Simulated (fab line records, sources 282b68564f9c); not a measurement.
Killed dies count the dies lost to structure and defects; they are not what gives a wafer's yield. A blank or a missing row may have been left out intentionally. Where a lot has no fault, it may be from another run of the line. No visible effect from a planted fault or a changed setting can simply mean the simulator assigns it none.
Which tool did it? ; flow rit_cmos ; 42 wafers from 14 lots sampled at 2 of the route's 202 steps

## WHAT THE GAUGES READ, wafer by wafer
The record lacks any reading of a measuring or inspecting step that a usual standard deviation could be used to judge.

## WHAT TOOL EACH LOT RAN ON (gives the tool, then ch and the chambers of the sampled wafers, and finally the start)
lot;RIT_ACTIVE_ETCH_13;RIT_M1_PROBE_99
L256;rie_diel-03 ch 0,2,3, day 1 15:34;-
L257;rie_diel-02 ch 0,2,3, day 1 20:32;-
L260;rie_diel-03 ch 1,2, day 2 11:26;-
L261;rie_diel-04 ch 0,1,3, day 2 15:43;-
L262;rie_diel-03 ch 0,2,3, day 2 20:43;-
L263;rie_diel-03 ch 0,1,2, day 3 03:06;prober-01, day 5 02:40
L269;rie_diel-04 ch 1,2,3, day 4 08:36;prober-01, day 6 06:25
L270;rie_diel-02 ch 0,2,3, day 4 13:01;prober-02, day 6 10:36
L274;rie_diel-02 ch 1,2,3, day 5 11:19;prober-02, day 7 08:34
L275;rie_diel-02 ch 1,2,3, day 5 15:53;-
L276;rie_diel-04 ch 0,1,3, day 5 18:51;prober-02, day 7 15:02
L277;rie_diel-03 ch 0,1, day 6 00:37;-
L278;rie_diel-04 ch 2,3, day 6 05:59;prober-02, day 8 02:58
L279;rie_diel-03 ch 0,1, day 6 12:11;-
- RIT_ACTIVE_ETCH_13: etches Si3N4 in SF6, stops on SiO2, time 210 s, target depth 210 nm.
- RIT_M1_PROBE_99

## WHAT THE TOOLS THEMSELVES READ (means of the sampled wafers that have a number; where no wafer has one, the mark that the record gives instead)
RIT_ACTIVE_ETCH_13. Usual: drypump_motor_current_A 5.9 A, standard deviation 0.36; oes_product_au 0.826 a.u., standard deviation 0.015; run_length_s 238.3 s, standard deviation 0.44; throttle_valve_pct 7.44 %, standard deviation 0.11.
lot;tool;drypump_motor_current_A (A);oes_product_au (a.u.);run_length_s (s);throttle_valve_pct (%);flag
L256;rie_diel-03;5.8;0.838;238.0;7.38;
L257;rie_diel-02;5.9;0.828;238.3;7.52;
L260;rie_diel-03;6.1;0.842;238.3;7.35;
L261;rie_diel-04;6.1;0.818;238.4;7.52;
L262;rie_diel-03;5.9;0.818;245.4;7.36;OFF
L263;rie_diel-03;5.8;0.824;245.8;7.37;OFF
L269;rie_diel-04;5.9;0.813;238.5;7.42;
L270;rie_diel-02;5.9;0.820;238.0;7.52;
L274;rie_diel-02;5.9;0.812;238.0;7.45;
L275;rie_diel-02;5.8;0.804;238.2;7.45;
L276;rie_diel-04;6.2;0.813;238.1;7.51;
L277;rie_diel-03;5.4;0.843;238.8;7.41;
L278;rie_diel-04;5.5;0.830;238.7;7.41;
L279;rie_diel-03;5.4;0.836;238.7;7.40;

RIT_M1_PROBE_99. Usual: killed_at_contacts 0.0, standard deviation 0.22; killed_at_front_end 7, standard deviation 3.1; killed_dies 7, standard deviation 3.1; killed_open 3.5, standard deviation 2; killed_short 3.3, standard deviation 2.
lot;tool;killed_at_contacts;killed_at_front_end;killed_dies;killed_open;killed_short;flag
L263;prober-01;0.0;7;7;2.7;4.7;
L269;prober-01;0.0;10;10;4.3;5.3;
L270;prober-02;0.0;4;4;3.0;1.0;
L274;prober-02;0.0;6;6;1.3;4.7;
L276;prober-02;0.0;4;4;2.3;2.0;
L278;prober-02;0.0;7;7;4.7;2.3;

## THE ANSWER, worked out from the rows above alone
Rule: take the mean of a lot's wafers that have a number; if it is more than 3 standard deviations from the usual mean, the lot is off. Also off: a lot with no number at a reading for which 4 or more lots have one. All remaining lots with rows at the step are treated as sound. Order of review: gauges by route order, followed by the tools' own readings, for which a lot's mean as printed above is used. At the first step where some lot is off, the reading lying furthest off is the one used; lots without a number count as furthest.
Off: L262, L263, at RIT_ACTIVE_ETCH_13 (run_length_s).
A tool fits if, at that step or a process step before it, it ran every lot that is off, and no sound lot after the first of them. Of those tried, none fits.

## WHAT THE SIMULATOR HAD PUT IN
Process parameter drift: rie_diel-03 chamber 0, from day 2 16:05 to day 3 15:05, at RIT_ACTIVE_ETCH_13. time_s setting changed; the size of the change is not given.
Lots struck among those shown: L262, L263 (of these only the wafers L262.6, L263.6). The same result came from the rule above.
